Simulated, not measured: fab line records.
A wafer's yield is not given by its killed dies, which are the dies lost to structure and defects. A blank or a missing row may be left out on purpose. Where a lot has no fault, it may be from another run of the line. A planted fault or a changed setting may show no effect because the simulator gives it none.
fab line records -- flow rit_cmos
record: lots: 15, wafers: 45, last_day: 7
route steps=202 shown CONTACT@179 M1@193
lots untouched by any fault: they come from a run of this same line in which no faults occurred
start_h: hours from the record's first day to the start of the lot's first wafer shown -- wait_h: how many hours have passed since the lot's step before this one -- " unchanged from the row above -- L1.1+2: one row covering several wafers at once -- - either no value or no given start -- * or withheld: withheld -- < > ~ a bound
route shown NAME@n: a module of which the file shows steps, and the number in the route of the first -- usual: average and standard deviation across the fault-free wafers -- same: alike in all rows -- chamber/n: place in a boat -- sites: each site's reading -- _std_site: how widely they spread, as a standard deviation -- _edge_site: the outer-site mean with the inner-site mean subtracted -- radius_mm: how far each site lies from the wafer's centre -- mask NAME#n: copy n -- behind: the tool/chamber that last shaped the wafer -- hold: reason for holding the lot/hours on hold/outcome of the hold -- device: names the non-switching transistor (n, p or np) -- end of line: at the end of the route, the tests of the same wafers -- for a step that has no rows: nothing shown but its recipe -- killed: dies that structure and defects cost at the first sort, which is not the same as the wafer's yield -- map: per-die view of a wafer (x killed, . not killed, _ where there is no die)
set.NAME: the setting that was run; set.NAME@STEP: the one run at that earlier step -- model.NAME: the simulator's own value behind a step, which no gauge read
the route's steps for a sample of lots (tables are steps, rows are wafers)
services: when a tool's chamber went out of use (start_h, in hours from the record's first day, below 0 if earlier), for how many hours, and the reason
== steps ==
step: RIT_CONTACT_ETCH_11
recipe: target_depth_a: 4800, over_etch_frac: 0.2, stop_on: TiSi2, chemistry: CHF3/CF4/Ar, target: SiO2, CHF3_flow_sccm: 50, cf4_flow_sccm: 10, Ar_flow_sccm: 100, O2_flow_sccm: 5, pressure_mtorr: 100, rf_w: 200, time_s: 320
usual: drypump_motor_current_A: 5.45/0.27, oes_product_au: 0.996/0.011, run_length_s: 348.1/0.44, throttle_valve_pct: 8.86/0.13
lot.wafer,tool,chamber,start_h,wait_h,drypump_motor_current_A,oes_product_au,rf_hours_counter_h,run_length_s,throttle_valve_pct
L985.1,rie_diel-02,1,62.68,0.1,5.57,0.988,1,348.7,8.74
L985.3,rie_diel-02,2,62.68,0.1,4.95,0.995,8,347.5,8.93
L985.6,rie_diel-02,0,62.68,0.1,5.56,1.005,-,348.0,8.69
L986.1,rie_diel-03,0,68.86,0.1,5.76,0.989,167,348.5,8.77
L986.3,rie_diel-03,3,68.86,0.1,4.97,1.019,113,348.1,8.83
L986.6,rie_diel-03,3,68.86,0.1,4.96,1.015,-,348.3,8.84
L987.2,rie_diel-04,3,70.20,0.1,5.31,0.991,28,347.4,8.83
L987.5,rie_diel-04,0,70.20,0.1,5.69,0.990,-,348.3,8.80
L987.6,rie_diel-04,3,70.20,0.1,5.34,0.987,-,347.5,8.83
L988.4,rie_diel-04,2,74.58,0.1,5.62,0.981,150,348.6,8.90
L988.5,rie_diel-04,2,74.58,0.1,5.65,0.984,-,348.2,8.91
L988.6,rie_diel-04,3,74.58,0.1,5.35,0.990,-,347.3,8.84
L989.1,rie_diel-02,1,76.26,0.1,5.53,0.998,2,348.5,8.75
L989.5,rie_diel-02,2,76.26,0.1,4.96,0.991,-,347.5,8.94
L989.6,rie_diel-02,3,76.26,0.1,5.34,0.982,-,348.6,8.72
L990.1,rie_diel-03,2,78.65,0.1,5.56,1.001,27,349.0,9.13
L990.3,rie_diel-03,3,78.65,0.1,4.96,1.012,114,348.1,8.84
L990.6,rie_diel-03,2,78.65,0.1,5.57,1.000,-,348.8,9.13
L991.1,rie_diel-04,0,86.66,0.1,5.71,0.984,8,348.3,8.81
L991.3,rie_diel-04,1,86.66,0.1,5.71,0.989,120,348.1,9.00
L991.5,rie_diel-04,0,86.66,0.1,5.70,0.994,-,348.3,8.80
L994.1,rie_diel-02,3,102.54,0.1,5.31,0.986,141,348.5,8.71
L994.4,rie_diel-02,0,102.54,0.1,5.54,1.009,133,348.2,8.69
L994.6,rie_diel-02,0,102.54,0.1,5.57,1.018,-,347.9,8.68
L996.3,rie_diel-04,3,118.06,0.1,5.31,0.996,30,347.2,8.83
L996.4,rie_diel-04,2,118.06,0.1,5.62,0.979,151,348.3,8.90
L996.5,rie_diel-04,3,118.06,0.1,5.33,0.994,-,347.2,8.82
L997.1,rie_diel-03,2,120.59,0.1,5.54,0.998,28,348.6,9.13
L997.2,rie_diel-03,3,120.59,0.1,4.92,1.009,115,348.6,8.84
L997.5,rie_diel-03,3,120.59,0.1,4.95,1.014,-,348.2,8.83
L998.1,rie_diel-04,2,122.06,0.1,5.63,0.975,151,348.0,8.93
L998.2,rie_diel-04,3,122.06,0.1,5.30,0.992,30,347.2,8.82
L998.4,rie_diel-04,1,122.06,0.1,5.70,0.988,120,348.5,8.99
L100.2,rie_diel-03,3,132.99,0.1,4.99,1.014,115,348.2,8.84
L100.5,rie_diel-03,2,132.99,0.1,5.57,1.000,-,348.3,9.13
L100.6,rie_diel-03,1,132.99,0.1,5.70,1.005,-,347.6,8.96
L103.2,rie_diel-02,3,146.88,0.1,5.34,0.987,142,348.2,8.72
L103.5,rie_diel-02,2,146.88,0.1,4.96,0.976,-,455.0,8.94
L103.6,rie_diel-02,3,146.88,0.1,5.30,0.991,-,348.4,8.72
L106.2,rie_diel-02,1,159.18,0.1,5.59,0.993,3,348.3,8.77
L106.3,rie_diel-02,0,159.18,0.1,5.58,1.010,134,348.3,8.68
L106.4,rie_diel-02,2,159.18,0.1,4.96,0.985,10,454.5,8.94
L108.1,rie_diel-02,2,173.74,0.1,4.97,0.983,10,454.3,8.94
L108.4,rie_diel-02,1,173.74,0.1,5.59,0.994,4,348.9,8.76
L108.6,rie_diel-02,2,173.74,0.1,4.95,0.981,-,454.8,8.94
step: RIT_CONTACT_STRIP_12
recipe: chemistry: O2, time_s: 180, resist: NOVOLAK, platen_temp_c: withheld, power_w: 500, pressure_mtorr: 4000, o2_flow_sccm: 4000
usual: drypump_motor_current_A: 5.7/0.33
lot.wafer,tool,chamber,start_h,wait_h,drypump_motor_current_A,rf_hours_counter_h
L985.1,plasma_asher-02,1,62.88,0.1,6.1,40
L985.3,plasma_asher-02,1,62.88,0.1,6.1,-
L985.6,plasma_asher-02,1,62.88,0.1,6.1,-
L986.1,plasma_asher-04,1,69.05,0.1,5.2,29
L986.3,plasma_asher-04,1,69.05,0.1,5.2,-
L986.6,plasma_asher-04,0,69.05,0.1,5.7,-
L987.2,plasma_asher-04,1,70.40,0.1,5.2,29
L987.5,plasma_asher-04,0,70.40,0.1,5.8,-
L987.6,plasma_asher-04,1,70.40,0.1,5.2,-
L988.4,plasma_asher-03,1,74.83,0.2,6.0,-
L988.5,plasma_asher-03,1,74.83,0.2,6.0,-
L988.6,plasma_asher-03,0,74.83,0.2,5.5,-
L989.1,plasma_asher-03,0,76.45,0.1,5.5,43
L989.5,plasma_asher-03,0,76.45,0.1,5.5,-
L989.6,plasma_asher-03,1,76.45,0.1,5.9,-
L990.1,plasma_asher-02,1,78.84,0.1,6.1,42
L990.3,plasma_asher-02,0,78.84,0.1,5.3,-
L990.6,plasma_asher-02,1,78.84,0.1,6.2,-
L991.1,plasma_asher-03,1,86.86,0.1,6.0,43
L991.3,plasma_asher-03,1,86.86,0.1,6.0,-
L991.5,plasma_asher-03,0,86.86,0.1,5.5,-
L994.1,plasma_asher-03,0,102.73,0.1,5.5,45
L994.4,plasma_asher-03,1,102.73,0.1,6.0,-
L994.6,plasma_asher-03,0,102.73,0.1,5.5,-
L996.3,plasma_asher-03,0,118.31,0.2,5.5,-
L996.4,plasma_asher-03,1,118.31,0.2,6.0,-
L996.5,plasma_asher-03,0,118.31,0.2,5.5,-
L997.1,plasma_asher-04,0,120.78,0.1,5.8,35
L997.2,plasma_asher-04,1,120.78,0.1,5.2,35
L997.5,plasma_asher-04,0,120.78,0.1,5.8,-
L998.1,plasma_asher-04,1,122.26,0.1,5.2,36
L998.2,plasma_asher-04,0,122.26,0.1,5.7,36
L998.4,plasma_asher-04,0,122.26,0.1,5.8,-
L100.2,plasma_asher-02,0,133.18,0.1,5.3,2
L100.5,plasma_asher-02,0,133.18,0.1,5.3,-
L100.6,plasma_asher-02,1,133.18,0.1,6.1,-
L103.2,plasma_asher-02,1,147.08,0.1,6.1,3
L103.5,plasma_asher-02,1,147.08,0.1,6.1,-
L103.6,plasma_asher-02,0,147.08,0.1,5.3,-
L106.2,plasma_asher-04,0,159.37,0.1,5.7,40
L106.3,plasma_asher-04,0,159.37,0.1,5.7,-
L106.4,plasma_asher-04,1,159.37,0.1,5.2,-
L108.1,plasma_asher-04,1,173.94,0.1,5.2,41
L108.4,plasma_asher-04,1,173.94,0.1,5.2,-
L108.6,plasma_asher-04,1,173.94,0.1,5.2,-
step: RIT_M1_CD_MEAS_09
recipe: target_cd_nm: 2600
usual: cd_nm: 2600.7/2.2
lot.wafer,tool,chamber,start_h,wait_h,cd_nm
L985.1,cd_sem-02,-,65.09,-,2597.1
L985.3,cd_sem-02,-,65.09,-,2598.6
L985.6,cd_sem-02,-,65.09,-,2598.1
L986.1,cd_sem-01,-,71.31,-,2599.3
L986.3,cd_sem-01,-,71.31,-,2599.6
L986.6,cd_sem-01,-,71.31,-,2597.8
L987.2,cd_sem-01,-,72.47,-,2596.0
L987.5,cd_sem-01,-,72.47,-,2597.5
L987.6,cd_sem-01,-,72.47,-,2598.8
L988.4,cd_sem-02,-,76.84,-,2600.3
L988.5,cd_sem-02,-,76.84,-,2601.3
L988.6,cd_sem-02,-,76.84,-,2599.8
L989.1,cd_sem-01,-,78.59,-,2600.7
L989.5,cd_sem-01,-,78.59,-,2601.0
L989.6,cd_sem-01,-,78.59,-,2600.2
L990.1,cd_sem-02,-,80.84,-,2599.7
L990.3,cd_sem-02,-,80.84,-,2599.4
L990.6,cd_sem-02,-,80.84,-,2599.2
L991.1,cd_sem-01,-,88.98,-,2602.7
L991.3,cd_sem-01,-,88.98,-,2598.3
L991.5,cd_sem-01,-,88.98,-,2600.4
L994.1,cd_sem-02,-,104.92,-,2601.5
L994.4,cd_sem-02,-,104.92,-,2602.5
L994.6,cd_sem-02,-,104.92,-,2601.1
L996.3,cd_sem-01,-,120.34,-,2598.0
L996.4,cd_sem-01,-,120.34,-,2598.3
L996.5,cd_sem-01,-,120.34,-,2598.4
L997.1,cd_sem-01,-,122.91,-,2603.2
L997.2,cd_sem-01,-,122.91,-,2601.3
L997.5,cd_sem-01,-,122.91,-,2602.8
L998.1,cd_sem-01,-,124.35,-,2602.3
L998.2,cd_sem-01,-,124.35,-,2601.3
L998.4,cd_sem-01,-,124.35,-,2604.1
L100.2,cd_sem-01,-,135.44,-,2602.1
L100.5,cd_sem-01,-,135.44,-,2600.6
L100.6,cd_sem-01,-,135.44,-,2600.4
L103.2,cd_sem-02,-,149.29,-,2598.2
L103.5,cd_sem-02,-,149.29,-,2600.2
L103.6,cd_sem-02,-,149.29,-,2599.3
L106.2,cd_sem-02,-,161.52,-,2599.4
L106.3,cd_sem-02,-,161.52,-,2596.9
L106.4,cd_sem-02,-,161.52,-,2597.3
L108.1,cd_sem-01,-,176.06,-,2601.8
L108.4,cd_sem-01,-,176.06,-,2598.0
L108.6,cd_sem-01,-,176.06,-,2601.1
step: RIT_M1_PROBE_99
usual: killed_at_contacts: 0.1/0.27, killed_at_front_end: 7/3.3, killed_dies: 7/3.3, killed_open: 3.5/2, killed_short: 3.8/2.2
same: gross_dies: 264, killed_at_M0_to_M3: 0, killed_at_M4_up: 0, killed_at_back_side: 0, killed_at_other: 0
lot.wafer,tool,chamber,start_h,wait_h,killed_at_contacts,killed_at_front_end,killed_dies,killed_open,killed_short
L994.1,prober-01,-,107.58,0.1,0,9,9,4,5
L994.4,prober-01,-,107.73,0.2,0,6,6,4,2
L994.6,prober-01,-,107.83,0.2,0,6,6,2,4
L996.3,prober-01,-,123.10,0.2,0,13,13,6,7
L996.4,prober-01,-,123.15,0.2,0,4,4,3,1
L996.5,prober-01,-,123.20,0.2,0,11,11,4,7
L998.1,prober-01,-,127.07,0.1,0,8,8,4,4
L998.2,prober-01,-,127.12,0.1,0,5,5,3,2
L998.4,prober-01,-,127.22,0.2,0,5,5,2,3
L100.2,prober-01,-,138.13,0.1,0,9,9,5,4
L100.5,prober-01,-,138.28,0.2,0,16,16,8,8
L100.6,prober-01,-,138.33,0.2,1,11,12,6,6
killed by level:class
L994.1 SPACER:geometric_particle:short=3 FOX1:geometric_particle:short=1 FOX2:geometric_particle:open=1 GATE:geometric_particle:short=1 GATE:geometric_particle:open=1 REOX:geometric_particle:open=1 SILICIDE:geometric_particle:open=1
L994.4 GATE:geometric_particle:open=2 FOX1:geometric_particle:short=1 GATE:geometric_particle:short=1 REOX:geometric_particle:open=1 SPACER:geometric_particle:open=1
L994.6 FOX1:geometric_particle:short=2 GATE:geometric_particle:short=2 GATE:geometric_particle:open=1 SPACER:geometric_particle:open=1
L996.3 FOX1:geometric_particle:short=3 SILICIDE:geometric_particle:open=3 SPACER:geometric_particle:short=2 FOX1:geometric_particle:open=1 FOX2:geometric_particle:short=1 GATE:geometric_particle:short=1 GATE:geometric_particle:open=1 REOX:geometric_particle:open=1
L996.4 REOX:geometric_particle:open=2 FOX1:geometric_particle:open=1 SPACER:geometric_particle:short=1
L996.5 GATE:geometric_particle:short=3 FOX2:geometric_particle:short=2 GATE:geometric_particle:open=2 FOX1:geometric_particle:open=1 FOX1:geometric_particle:short=1 REOX:geometric_particle:short=1 SILICIDE:geometric_particle:open=1
L998.1 SILICIDE:geometric_particle:open=3 SPACER:geometric_particle:short=2 GATE:geometric_particle:open=1 REOX:geometric_particle:short=1 SILICIDE:geometric_particle:short=1
L998.2 SPACER:geometric_particle:open=2 GATE:geometric_particle:open=1 GATE:geometric_particle:short=1 REOX:geometric_particle:short=1
L998.4 GATE:geometric_particle:short=2 SPACER:geometric_particle:open=1 SILICIDE:geometric_particle:open=1 SILICIDE:geometric_particle:short=1
L100.2 GATE:geometric_particle:short=3 GATE:geometric_particle:open=2 SILICIDE:geometric_particle:open=2 FOX1:geometric_particle:short=1 FOX1:geometric_particle:open=1
L100.5 SPACER:geometric_particle:open=4 GATE:geometric_particle:short=3 FOX1:geometric_particle:short=2 FOX1:geometric_particle:open=1 FOX2:geometric_particle:short=1 GATE:geometric_particle:open=1 REOX:geometric_particle:open=1 SPACER:geometric_particle:short=1
L100.6 FOX1:geometric_particle:short=4 FOX1:geometric_particle:open=2 SPACER:geometric_particle:open=2 GATE:geometric_particle:short=1 GATE:geometric_particle:open=1 REOX:geometric_particle:short=1 CONTACT:geometric_particle:open=1
== services ==
tool,chamber,start_h,hours,kind
plasma_asher-03,-,45.49,2.8,repair
rie_diel-03,1,59.21,9.7,repair
rie_diel-03,1,69.05,-,clean
rie_diel-03,1,69.05,29.8,scheduled_down
rie_diel-03,1,69.05,29.8,vent_cycle
plasma_asher-03,-,78.11,4.9,repair
rie_diel-04,2,96.80,4.1,repair
plasma_asher-02,-,108.75,9.0,pm
plasma_asher-02,0,108.75,9.0,vent_cycle
plasma_asher-02,1,108.75,9.0,vent_cycle
rie_diel-03,0,108.92,5.8,repair
rie_diel-02,2,110.75,1.8,repair
rie_diel-03,0,114.69,-,clean
rie_diel-03,0,114.69,28.4,scheduled_down
rie_diel-03,0,114.69,28.4,vent_cycle
plasma_asher-02,0,117.75,-,clean
rie_diel-04,3,126.70,1.5,repair
rie_diel-04,2,141.31,-,clean
rie_diel-04,2,141.31,18.4,scheduled_down
rie_diel-04,2,141.31,18.4,vent_cycle
rie_diel-03,-,142.15,0.6,repair
rie_diel-04,1,161.22,1.3,repair
plasma_asher-04,-,168.76,2.8,pm
plasma_asher-03,-,170.52,4.1,repair
== key ==
first_sign: step: RIT_CONTACT_ETCH_11, reading: run_length_s, direction: up, sigmas: 99+, usual: *, struck: *
effect none on later readings
met_at RIT_CONTACT_ETCH_11
struck_lots L103,L106,L108
struck_wafers L103.5,L106.4,L108.1,L108.6
tester_left_out L103,L106,L108
not_acting_at RIT_CONTACT_STRIP_12,RIT_M1_CD_MEAS_09
onset_between 76.26 146.88
fault: kind: process_parameter_drift, tool: rie_diel-02, chamber: 2, onset_h: 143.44, steps: RIT_CONTACT_ETCH_11, channel: time_s, offset: *, shape: step, end_h: 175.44, acts_in: *, stated: *
tester_left_out: of these lots the tester's yield and bins aren't shown, on N5 and GAA mostly nor the transistor test; their killed dies are dies lost to structure and defects alone, not to doping, threshold or leakage, so they don't give the yield
